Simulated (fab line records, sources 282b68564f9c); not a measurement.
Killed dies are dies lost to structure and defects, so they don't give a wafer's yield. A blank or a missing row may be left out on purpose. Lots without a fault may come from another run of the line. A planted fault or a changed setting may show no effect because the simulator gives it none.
A struck lot beside a sound one | flow rit_cmos | 17 steps out of a route of 202
Sound: wafers L164.1, L164.2, L164.3. Struck: wafers L171.1, L171.3, L171.6. The cause comes at the end.
At each step with rows: each side's tool, then ch and its chambers, then its first start. Under that, the readings that differ: sound wafers | struck wafers | difference of the means | sigmas: that difference in standard deviations of wafers without a fault.
alike: readings whose means differ by less than 2 such deviations, and words and numbers that are the same on both sides. not compared: withheld readings, readings that some wafer has no value for, bounds like >300 that may hide the same value, and numbers for which the record gives no deviation and whose values overlap.
The two part at a step that has a row with sigmas, a row that says differs or no value, or rows on one side only. Numbers that don't overlap but have no deviation are shown without sigmas and don't part them. A reading that every wafer of one side lacks parts them only if that side has two wafers or more.

first, 2 steps without rows for these wafers: RIT_NRETRO_HARDBAKE_07 (time 120 s); RIT_NRETRO_IMPLANT_08.
RIT_NRETRO_STRIP_09: strips in O2, time 180 s.
  sound on plasma_asher-03 ch 0,1, day 2 23:35; struck on plasma_asher-04 ch 1, day 4 23:28
  alike: chamber_pressure_mTorr, drypump_motor_current_A
  not compared: rf_hours_counter_h
RIT_NRETRO_TW_MEAS_10:
  sound on film_metro-03, day 2 23:46; struck on film_metro-01, day 4 23:38
  alike: NRETRO_TW
then, 6 steps without rows for these wafers: RIT_PRETRO_HMDS_00 (prime time 60 s); RIT_PRETRO_COAT_01 (resist thk 1300 nm); RIT_PRETRO_SOFTBAKE_02 (time 60 s); RIT_PRETRO_EXPOSE_03 (exposes mask M5, target cd 43700 nm); RIT_PRETRO_PEB_04; RIT_PRETRO_DEVELOP_05 (develop time 68 s).
RIT_PRETRO_OVL_MEAS_06:
  sound on overlay-01, day 3 00:50; struck on overlay-02, day 5 01:06
  alike: PRETRO_OVL
then, 1 step without rows for these wafers: RIT_PRETRO_HARDBAKE_07 (time 120 s).
RIT_PRETRO_IMPLANT_08:
  sound on implanter-03 ch 0, day 3 01:07; struck on implanter-04 ch 0, day 5 01:36
  reading                   | sound                | struck               | difference | sigmas
  beam_energy_keV           | 45.022 45.024 45.019 | 50.855 50.842 50.875 | +5.836     | +99 or more
  model.implant.rp_nm (nm)  | 141.4 141.4 141.4    | 164.2 164.2 164.2    | +22.8      |
  model.implant.drp_nm (nm) | 55.07 55.07 55.07    | 59.12 59.12 59.12    | +4.05      |
RIT_PRETRO_STRIP_09: strips in O2, time 180 s.
  sound on plasma_asher-03 ch 0,1, day 3 01:16; struck on plasma_asher-01 ch 0,1, day 5 01:45
  alike: chamber_pressure_mTorr, drypump_motor_current_A
  not compared: rf_hours_counter_h
RIT_PRETRO_TW_MEAS_10:
  sound on film_metro-02, day 3 01:26; struck on film_metro-04, day 5 01:56
  reading   | sound       | struck      | difference | sigmas
  PRETRO_TW | 480 479 482 | 491 487 489 | +9         | +2
then, 1 step without rows for these wafers: RIT_GATE_WET_ETCH_00 (etches SiO2 in BOE, target depth 56 nm, time 60 s).
RIT_M1_PROBE_99:
  the record has rows for the sound wafers here (prober-01, day 4 22:28) and none for the struck ones

WHERE THEY PART
First at RIT_PRETRO_IMPLANT_08; last, within this record, at RIT_M1_PROBE_99.

WHY: what the simulator had put in
Process parameter drift: implanter-04, from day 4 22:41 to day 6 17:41, at RIT_PRETRO_IMPLANT_08. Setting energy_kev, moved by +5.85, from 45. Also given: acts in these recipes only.
